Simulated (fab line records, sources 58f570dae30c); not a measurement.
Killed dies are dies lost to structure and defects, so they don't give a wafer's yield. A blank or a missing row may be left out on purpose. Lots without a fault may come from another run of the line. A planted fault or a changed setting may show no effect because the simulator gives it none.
A struck lot beside a sound one | flow berkeley_cmos170 | 14 steps out of a route of 331
Sound: wafers L469.1, L469.4, L469.5. Struck: wafers L480.1, L480.3, L480.6. The cause comes at the end.
At each step with rows: each side's tool, then ch and its chambers, then its first start. Under that, the readings that differ: sound wafers | struck wafers | difference of the means | sigmas: that difference in standard deviations of wafers without a fault.
alike: readings whose means differ by less than 2 such deviations, and words and numbers that are the same on both sides. not compared: withheld readings, readings that some wafer has no value for, bounds like >300 that may hide the same value, and numbers for which the record gives no deviation and whose values overlap.
The two part at a step that has a row with sigmas, a row that says differs or no value, or rows on one side only. Numbers that don't overlap but have no deviation are shown without sigmas and don't part them. A reading that every wafer of one side lacks parts them only if that side has two wafers or more.

UCB170_PLDD_TW_MEAS_11:
  sound on film_metro-02, day 7 08:46; struck on film_metro-04, day 9 14:25
  alike: PLDD_TW
then, 7 steps without rows for these wafers: UCB170_PLDD_CLEAN_12 (cleans in SPM, time 600 s); UCB170_NLDD_HMDS_00 (prime time 60 s); UCB170_NLDD_COAT_01 (resist thk 900 nm); UCB170_NLDD_SOFTBAKE_02 (time 60 s); UCB170_NLDD_EXPOSE_03 (exposes mask NSELECT, target cd 1200 nm); UCB170_NLDD_PEB_04; UCB170_NLDD_DEVELOP_05 (develop time 45 s).
UCB170_NLDD_CD_MEAS_06: target cd 1200 nm.
  sound on cd_sem-01, day 7 11:01; struck on cd_sem-01, day 9 15:41
  alike: cd_nm
UCB170_NLDD_OVL_MEAS_07:
  sound on overlay-01, day 7 11:08; struck on overlay-01, day 9 15:49
  reading       | sound   | struck   | difference | sigmas
  NLDD_OVL (nm) | 15 1 10 | -4 -5 -5 | -13        | -3
then, 2 steps without rows for these wafers: UCB170_NLDD_IMPLANT_08; UCB170_NLDD_IMPLANT_09.
UCB170_NLDD_STRIP_10: strips in O2.
  sound on plasma_asher-03 ch 0,1, day 7 11:28; struck on plasma_asher-03 ch 0,1, day 9 16:09
  no value came back on the struck wafers for chamber_pressure_mTorr (mTorr), drypump_motor_current_A (A), oes_product_au (a.u.), strip_time_to_endpoint_s (s); on the sound wafers chamber_pressure_mTorr (mTorr) reads 3503 3505 3501
  reading                               | sound | struck          | difference | sigmas
  model.KrF_of_NLDD_COAT_01.thk_nm (nm) | 0 0 0 | 885.1 885.9 887 | +886.0     |
  not compared: rf_hours_counter_h
UCB170_NLDD_TW_MEAS_11:
  sound on film_metro-02, day 7 11:34; struck on film_metro-04, day 9 16:15
  alike: NLDD_TW

WHERE THEY PART
First at UCB170_NLDD_OVL_MEAS_07; last, within this record, at UCB170_NLDD_STRIP_10. Later steps at which nothing parts them and some readings are alike: UCB170_NLDD_TW_MEAS_11.

WHY: what the simulator had put in
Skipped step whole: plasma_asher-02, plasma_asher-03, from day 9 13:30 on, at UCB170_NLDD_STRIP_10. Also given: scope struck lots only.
